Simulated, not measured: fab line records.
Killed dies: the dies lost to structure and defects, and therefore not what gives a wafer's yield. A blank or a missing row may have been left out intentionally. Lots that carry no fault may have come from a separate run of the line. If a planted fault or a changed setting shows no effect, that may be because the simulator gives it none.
A struck lot beside a sound one    flow rit-cmos    22 steps out of a route of 202
Sound: wafers L734.2, L734.3, L734.5. The struck wafers were L744.1, L744.3, L744.5. The cause is given at the end.
Each step with rows lists, per side, the tool, then ch with its chambers, then its first start. Under that, the readings that differ: sound wafers    struck wafers    difference of the means    sigmas: that difference in standard deviations of wafers without a fault.
alike: same words and numbers on both sides, and readings whose means sit less than 2 such deviations apart. not compared: any withheld reading, any reading some wafer has no value for, any bound like >300 that may hide the same value, and any number with overlapping values for which the record gives no deviation.
A row with sigmas, a row that says differs or no value, or rows on one side alone: a step with any of these is where the two part. When numbers do not overlap yet have no deviation, they are printed without sigmas and do not part them. A reading missing from all wafers of one side parts the sides only when that side holds two or more wafers.

first, 2 steps without rows for these wafers: RIT_NSD_HARDBAKE_07 (time 60 s); RIT_NSD_IMPLANT_08.
RIT_NSD_STRIP_09: strips in O2, time 180 s.
  sound on plasma-asher-01 ch 0,1, day 4 04:28; struck on plasma-asher-01 ch 0,1, day 6 07:35
  alike: drypump-motor-current-A
  not compared: rf-hours-counter-h
RIT_NSD_TW_MEAS_10:
  sound on film-metro-03 at day 4 04:38; struck on film-metro-03 at day 6 07:46
  alike: NSD_TW
then, 6 steps without rows for these wafers: RIT_PSD_HMDS_00 (prime time 60 s); RIT_PSD_COAT_01 (resist thk 1000 nm); RIT_PSD_SOFTBAKE_02 (time 60 s); RIT_PSD_EXPOSE_03 (exposes mask M10, target cd 40900 nm); RIT_PSD_PEB_04; RIT_PSD_DEVELOP_05 (develop time 50 s).
RIT_PSD_OVL_MEAS_06:
  sound on overlay-02 at day 4 05:45; struck on overlay-02 at day 6 08:40
  alike: PSD_OVL
then, 1 step without rows for these wafers: RIT_PSD_HARDBAKE_07 (time 60 s).
RIT_PSD_IMPLANT_08:
  sound on implanter-01 ch 0, day 4 05:58; struck on implanter-03 ch 0, day 6 08:51
reading                           sound                       struck                         difference  sigmas
beam-on-s (s)                     13.1 13.0 12.5              10.1 9.8 9.9                   -2.9        -3
dose-ions-cm2                     5e+15 4.993e+15 5.008e+15   1.808e+15 1.799e+15 1.814e+15  -3.193e+15  -99 or more
end-station-pressure-torr (Torr)  1.34e-05 1.56e-05 1.35e-05  9.9e-06 9.7e-06 1.07e-05       -4.1e-06    -3
faraday-current-uA                11708 11750 12248           5532 5739 5646                 -6263       -7
RIT_PSD_STRIP_09: strips in O2, time 180 s.
  sound on plasma-asher-03 ch 0,1, day 4 06:05; struck on plasma-asher-03 ch 0,1, day 6 09:00
  alike: drypump-motor-current-A
  not compared: rf-hours-counter-h
RIT_PSD_TW_MEAS_10:
  sound on film-metro-02 at day 4 06:16; struck on film-metro-02 at day 6 09:11
reading  sound           struck          difference  sigmas
PSD_TW   3379 3364 3377  2930 2918 2931  -447        -19
then, 3 steps without rows for these wafers: RIT_SDANNEAL_CLEAN_00 (cleans in SC1, time 600 s); RIT_SDANNEAL_CLEAN_01 (cleans in dHF, time 30 s); RIT_SDANNEAL_CLEAN_02 (cleans in SC2, time 600 s).
RIT_SDANNEAL_RTA_03: time 5 s.
  sound on rtp-anneal-01 ch 0, day 4 06:41; struck on rtp-anneal-01 ch 0, day 6 09:36
  alike: chamber-o2-ppm, wafer_temp_C_max
RIT_SDANNEAL_RS_MEAS_04: the measuring method here is four-point-probe.
  sound on film-metro-02 at day 4 06:46; struck on film-metro-03 at day 6 09:40
reading          sound              struck             difference  sigmas
PSD_RS (ohm/sq)  115.8 115.8 115.9  131.4 131.0 131.2  +15.4       +51
RIT_SDANNEAL_RS_MEAS_05: the measuring method here is four-point-probe.
  sound on film-metro-02 at day 4 06:53; struck on film-metro-03 at day 6 09:47
  alike: NSD_RS
RIT_M1_PROBE_99:
  sound on prober-02 at day 4 14:20; struck on prober-02 at day 6 19:40
reading                               sound              struck             difference  sigmas
killed_at_M0_to_M3                    0 0 0              0 1 0              +0          +2
model.etest.pmos_0p3.r-on-ohm-um      6646 6450 6457     7101 7101 7140     +596        
model.etest.pmos-turned.r-on-ohm-um   3633 3513 3616     3921 3807 3823     +263        
model.etest.pmos_0p15.r-on-ohm-um     2916 2858 2872     3160 3139 3159     +271        
model.etest.contact-pplus.end-ohm-um  44.39 43.71 43.2   82.07 81.28 83.6   +38.55      
model.etest.pmos_0p15.drive-ua-um     237.8 245 241.7    218.9 223.4 220.6  -20.5       
model.etest.pmos-turned.drive-ua-um   176.2 183.8 176.8  164.7 169.5 169.4  -11.1       
model.etest.pmos_0p3.drive-ua-um      92.87 98.04 96.94  85.72 85.8 84.91   -10.47      
model.etest.pmos-narrow.drive-ua-um   96.42 98.84 99.73  86.04 86.9 85.27   -12.26      
  alike: killed-at-contacts, killed-at-front-end, killed-dies, killed-on-rim, killed-open, killed-short

## WHERE THEY PART
Last at RIT_M1_PROBE_99 as far as this record goes, first at RIT_PSD_IMPLANT_08.

WHY: what the simulator had put in
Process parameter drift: implanter-03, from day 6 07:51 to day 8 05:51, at RIT_PSD_IMPLANT_08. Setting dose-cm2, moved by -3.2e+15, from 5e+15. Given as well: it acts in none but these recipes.
